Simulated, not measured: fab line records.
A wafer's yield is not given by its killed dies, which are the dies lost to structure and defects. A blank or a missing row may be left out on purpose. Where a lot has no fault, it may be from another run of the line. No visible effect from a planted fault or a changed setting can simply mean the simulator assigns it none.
A lot that was struck, set against a sound lot	flow ritCmos	15 out of 202 route steps
Sound: the wafers L230.2, L230.3, L230.4. The struck wafers were L242.3, L242.4, L242.6. The cause comes at the end.
Order at every step that has rows: each side's tool, ch and its chambers, its first start. Under that, the readings that differ: sound wafers	struck wafers	difference of the means	sigmas: that difference in standard deviations of wafers without a fault.
alike: readings with means less than 2 such deviations apart, plus words and numbers identical on both sides. not compared: withheld readings, readings lacking a value on some wafer, bounds such as >300 that could conceal the same value, and numbers that have no deviation in the record and whose values overlap.
Wherever a step has rows on one side only, a row that says differs or no value, or a row with sigmas, the two part there. When numbers do not overlap yet have no deviation, they are printed without sigmas and do not part them. A reading missing from all wafers of one side parts the sides only when that side holds two or more wafers.

RIT_NLDD_OVL_MEAS_06:
  sound: overlay-01 at day 3 00:54; struck: overlay-01 at day 5 15:26
  alike: NLDD_OVL
then, 2 steps without rows for these wafers: RIT_NLDD_HARDBAKE_07 (time 60 s); RIT_NLDD_IMPLANT_08.
RIT_NLDD_STRIP_09: strips in O2, time 180 s.
  sound on plasmaAsher-03 ch 0,1, day 3 01:14; struck on plasmaAsher-04 ch 0,1, day 5 15:49
reading	sound	struck	difference	sigmas
drypumpMotorCurrentA (A)	5.8 5.8 5.7	6.3 6.7 6.3	+0.7	+2
  not compared: rfHoursCounterH
RIT_NLDD_TW_MEAS_10:
  sound: filmMetro-03 at day 3 01:25; struck: filmMetro-03 at day 5 15:57
  alike: NLDD_TW
then, 6 steps without rows for these wafers: RIT_PLDD_HMDS_00 (prime time 60 s); RIT_PLDD_COAT_01 (resist thk 1012 nm); RIT_PLDD_SOFTBAKE_02 (time 60 s); RIT_PLDD_EXPOSE_03 (exposes mask M8, target cd 40900 nm); RIT_PLDD_PEB_04; RIT_PLDD_DEVELOP_05 (develop time 50 s).
RIT_PLDD_OVL_MEAS_06:
  sound: overlay-01 at day 3 02:19; struck: overlay-02 at day 5 16:53
  alike: PLDD_OVL
RIT_PLDD_HARDBAKE_07: time 60 s.
  sound on lithoTrack-02 ch 0, day 3 02:23; struck on lithoTrack-01 ch 0, day 5 16:58
reading	sound	struck	difference	sigmas
heaterPowerTotalW (W)	62.62 62.56 62.60	59.58 59.56 59.53	-3.04	-63
plateTempC (C)	139.85 140.03 139.80	134.80 134.78 134.74	-5.12	-37
model.NOVOLAK_of_PLDD_COAT_01.thkNm (nm)	892.9 892.4 894.7	898.1 901.8 899.1	+6.3	
then, 2 steps without rows for these wafers: RIT_PLDD_IMPLANT_08; RIT_M1_PROBE_99.

== WHERE THEY PART ==
Last at RIT_PLDD_HARDBAKE_07 as far as this record goes, first at RIT_NLDD_STRIP_09.

WHY: what had been put in by the simulator
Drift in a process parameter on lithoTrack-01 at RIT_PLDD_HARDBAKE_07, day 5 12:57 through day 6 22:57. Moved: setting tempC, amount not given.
